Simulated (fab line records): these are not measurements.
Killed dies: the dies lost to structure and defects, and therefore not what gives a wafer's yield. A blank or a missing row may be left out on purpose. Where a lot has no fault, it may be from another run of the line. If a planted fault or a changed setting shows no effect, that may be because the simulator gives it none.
Shared-tool check | flow berkeley cmos170 | Sample size 11 lots and 33 wafers

== REASON IT WAS OPENED ==
At UCB170_NWELL_THK_MEAS_05 the reading NWELL_NITRIDE_THK is flagged on 2 of 11 lots. Wafers without a fault read 224.3 nm, standard deviation 1.7.
Rule: a lot gets a flag if all its wafers with a number sit over 4 standard deviations from that mean, or if no wafer of it has a number. The rest of the lots are taken to be sound.

lot  | measured    | on            | NWELL_NITRIDE_THK (nm), wafer by wafer | flag
L157 | day 2 09:10 | film metro-03 | 226.7 226.0 226.6                      |
L160 | day 2 18:45 | film metro-02 | 224.9 225.3 228.3                      |
L158 | day 2 18:46 | film metro-01 | 225.6 225.2 224.0                      |
L159 | day 2 22:37 | film metro-02 | 226.2 223.5 224.1                      |
L161 | day 3 10:55 | film metro-02 | 223.0 223.6 223.1                      |
L162 | day 3 10:55 | film metro-03 | 221.2 223.8 221.1                      |
L163 | day 3 16:53 | film metro-02 | 226.5 224.4 225.4                      |
L167 | day 4 09:49 | film metro-01 | 236.8 234.6 233.3                      | FLAGGED
L166 | day 4 09:50 | film metro-03 | 234.8 235.9 238.1                      | FLAGGED
L177 | day 6 14:59 | film metro-03 | 226.2 226.7 224.9                      |
L180 | day 7 00:38 | film metro-03 | 222.5 224.0 222.5                      |
Average over the flagged lots: 235.6 nm; offset from the usual +11.3 nm, equal to +7 standard deviations.

== LOT BY LOT: THE TOOL USED ==
The record keeps 1 process step preceding the reading, out of 331 steps on the route. Read each cell as the tool, then ch plus the chambers that the sampled wafers visited, then the start.
lot  | flag    | UCB170_NWELL_CVD_04
L157 |         | lpcvd-01 ch 1, day 2 07:14
L160 |         | lpcvd-01 ch 1, day 2 16:49
L158 |         | lpcvd-01 ch 0, day 2 16:49
L159 |         | lpcvd-01 ch 1, day 2 20:40
L161 |         | lpcvd-02 ch 0, day 3 08:58
L162 |         | lpcvd-02 ch 1, day 3 08:58
L163 |         | lpcvd-02 ch 1, day 3 14:56
L167 | FLAGGED | lpcvd-02 ch 0, day 4 07:53
L166 | FLAGGED | lpcvd-02 ch 1, day 4 07:53
L177 |         | lpcvd-01 ch 1, day 6 13:02
L180 |         | lpcvd-01 ch 1, day 6 22:43
What is done by these steps:
- UCB170_NWELL_CVD_04: deposits Si3N4 from SiH2Cl2/NH3, target thk 224 nm, time 3360 s.
- UCB170_NWELL_THK_MEAS_05

== FLAGGED OVER TOTAL, TOOL BY TOOL (the gauges that took the reading come last) ==
step                     | tool          | lots run | flagged | share of the flagged lots | sound lots run after its first flagged lot
UCB170_NWELL_CVD_04      | lpcvd-01      | 6        | 0       | none                      | -
UCB170_NWELL_CVD_04      | lpcvd-02      | 5        | 2       | all                       | 0
UCB170_NWELL_THK_MEAS_05 | film metro-01 | 2        | 1       | some                      | 0
UCB170_NWELL_THK_MEAS_05 | film metro-02 | 4        | 0       | none                      | -
UCB170_NWELL_THK_MEAS_05 | film metro-03 | 5        | 1       | some                      | 2 (L177,L180)

== WHAT IS ALLOWED BY THE TABLE ==
All flagged lots share 1 row of the table, namely lpcvd-02 at UCB170_NWELL_CVD_04.
- lpcvd-02 at UCB170_NWELL_CVD_04: 2 of its 5 lots flagged. Last sound lot L163 at day 3 14:56, first flagged lot L166 at day 4 07:53; a fault beginning in between fits. Its own readings lie more than 4 standard deviations out on every wafer of the flagged lots: sih2cl2 flow sccm.
Left over: one tool, lpcvd-02 at UCB170_NWELL_CVD_04.

== WHAT THE SIMULATOR HAD INSERTED ==
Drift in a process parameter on lpcvd-02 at UCB170_NWELL_CVD_04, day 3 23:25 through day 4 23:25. A move of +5 in setting sih2cl2 flow sccm, from 25. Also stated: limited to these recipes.
Lots struck among those shown: L167, L166. This agrees with what the rule above found.
